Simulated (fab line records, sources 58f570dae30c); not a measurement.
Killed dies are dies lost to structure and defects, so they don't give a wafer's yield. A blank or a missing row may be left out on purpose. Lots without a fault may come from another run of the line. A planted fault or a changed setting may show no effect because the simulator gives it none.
Which tool did it? | flow berkeley_cmos170 | 13 lots, 39 wafers sampled, at 1 step of a route of 331

WHAT THE GAUGES READ, wafer by wafer
The record holds no reading of a measuring or inspecting step that can be judged against a usual standard deviation.

WHICH TOOL RAN EACH LOT (tool, then ch and the chambers of the sampled wafers, then the start)
lot  | UCB170_V2_PEB_10
L721 | litho_track-03 ch 0, day 7 23:31
L720 | litho_track-04 ch 0, day 8 00:38
L722 | litho_track-04 ch 0, day 8 05:31
L725 | litho_track-03 ch 0, day 8 10:25
L724 | litho_track-03 ch 0, day 8 15:29
L726 | litho_track-03 ch 0, day 9 02:01
L729 | litho_track-03 ch 0, day 9 13:14
L731 | litho_track-04 ch 0, day 9 17:07
L736 | litho_track-04 ch 0, day 10 20:59
L740 | litho_track-02 ch 0, day 11 22:54
L741 | litho_track-03 ch 0, day 12 10:14
L742 | litho_track-02 ch 0, day 12 10:34
L743 | litho_track-02 ch 0, day 12 10:49
- UCB170_V2_PEB_10

WHAT THE TOOLS THEMSELVES READ (means of the sampled wafers that have a number; where no wafer has one, the mark that the record gives instead)
UCB170_V2_PEB_10.
lot  | tool           | heater_power_total_W (W) | resist_line_temp_C (C)
L721 | litho_track-03 | 56.80                    | 22.97
L720 | litho_track-04 | 56.80                    | 23.08
L722 | litho_track-04 | 56.80                    | 22.91
L725 | litho_track-03 | 56.80                    | 22.90
L724 | litho_track-03 | 56.77                    | 22.97
L726 | litho_track-03 | 57.44                    | 22.88
L729 | litho_track-03 | 57.42                    | 23.21
L731 | litho_track-04 | 56.84                    | 22.96
L736 | litho_track-04 | 56.79                    | 22.97
L740 | litho_track-02 | 56.82                    | 23.08
L741 | litho_track-03 | 56.84                    | 22.96
L742 | litho_track-02 | 56.82                    | 23.09
L743 | litho_track-02 | 56.78                    | 23.01

THE ANSWER, worked out from the rows above alone
Rule: what is usual is taken from the lots themselves. Put in order of their means at a reading, lots are off if they are a third of the lots or fewer, leave a main group of 4 or more, and stand apart from it by a gap of 3 or more times the standard deviation of the main group's means; of several such gaps the widest counts. A main group whose means are all the same, to the digits that the tables above print for the reading, isn't used. A lot without any number at a reading at which 4 lots or more have one is off too. The other lots that the step has rows for count as sound. The gauges are gone through in route order, then the tools' own readings, and for those a lot's mean is taken as printed above. The first step at which some lot is off is used, and at that step the reading that is off furthest; a lot without a number counts as furthest.
Off: L726, L729, at UCB170_V2_PEB_10 (heater_power_total_W). The main group: mean 56.81 W, standard deviation 0.021.
A tool fits if, at that step or a process step before it, it ran every lot that is off, and no sound lot after the first of them. None of those tried fits.

WHAT THE SIMULATOR HAD PUT IN
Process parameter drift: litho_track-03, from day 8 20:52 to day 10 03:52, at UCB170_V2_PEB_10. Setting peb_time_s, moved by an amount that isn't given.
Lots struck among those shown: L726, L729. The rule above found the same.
